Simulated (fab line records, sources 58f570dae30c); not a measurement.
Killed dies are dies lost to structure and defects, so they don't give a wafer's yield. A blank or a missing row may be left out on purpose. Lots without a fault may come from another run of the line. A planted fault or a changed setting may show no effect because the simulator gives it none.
A struck lot beside a sound one | flow berkeley_cmos170 | 14 steps out of a route of 331
Sound: wafers L922.3, L922.5, L922.6. Struck: wafers L935.2, L935.3, L935.5. The cause comes at the end.
At each step with rows: each side's tool, then ch and its chambers, then its first start. Under that, the readings that differ: sound wafers | struck wafers | difference of the means | sigmas: that difference in standard deviations of wafers without a fault.
alike: readings whose means differ by less than 2 such deviations, and words and numbers that are the same on both sides. not compared: withheld readings, readings that some wafer has no value for, bounds like >300 that may hide the same value, and numbers for which the record gives no deviation and whose values overlap.
The two part at a step that has a row with sigmas, a row that says differs or no value, or rows on one side only. Numbers that don't overlap but have no deviation are shown without sigmas and don't part them. A reading that every wafer of one side lacks parts them only if that side has two wafers or more.

first, 2 steps without rows for these wafers: UCB170_PLDD_PEB_04; UCB170_PLDD_DEVELOP_05 (develop time 45 s).
UCB170_PLDD_CD_MEAS_06: target cd 1200 nm.
  sound on cd_sem-01, day 6 07:58; struck on cd_sem-02, day 9 18:32
  alike: cd_nm
UCB170_PLDD_OVL_MEAS_07:
  sound on overlay-02, day 6 08:04; struck on overlay-02, day 9 18:39
  alike: PLDD_OVL
then, 2 steps without rows for these wafers: UCB170_PLDD_IMPLANT_08; UCB170_PLDD_IMPLANT_09.
UCB170_PLDD_STRIP_10: strips in O2.
  sound on plasma_asher-01 ch 0,1, day 6 08:25; struck on plasma_asher-01 ch 1, day 9 18:59
  alike: drypump_motor_current_A, o2_flow_sccm, oes_product_au, strip_time_to_endpoint_s
  not compared: rf_hours_counter_h
UCB170_PLDD_TW_MEAS_11:
  sound on film_metro-03, day 6 08:30; struck on film_metro-03, day 9 19:05
  alike: PLDD_TW
then, 4 steps without rows for these wafers: UCB170_PLDD_CLEAN_12 (cleans in SPM, time 600 s); UCB170_NLDD_HMDS_00 (prime time 60 s); UCB170_NLDD_COAT_01 (resist thk 900 nm); UCB170_NLDD_SOFTBAKE_02 (time 60 s).
UCB170_NLDD_EXPOSE_03: exposes mask NSELECT, target cd 1200 nm.
  sound on krf_scanner-01 ch 0, day 6 09:20; struck on krf_scanner-01, day 9 21:27
  no value came back on the struck wafers for exposure_dose_mJ_cm2, focus_offset_nm (nm), na, stage_vel_mm_s (mm/s); on the sound wafers exposure_dose_mJ_cm2 reads 29.94 29.97 29.99
  alike: mask
then, 1 step without rows for these wafers: UCB170_NLDD_PEB_04.

WHERE THEY PART
Only at UCB170_NLDD_EXPOSE_03, within this record.

WHY: what the simulator had put in
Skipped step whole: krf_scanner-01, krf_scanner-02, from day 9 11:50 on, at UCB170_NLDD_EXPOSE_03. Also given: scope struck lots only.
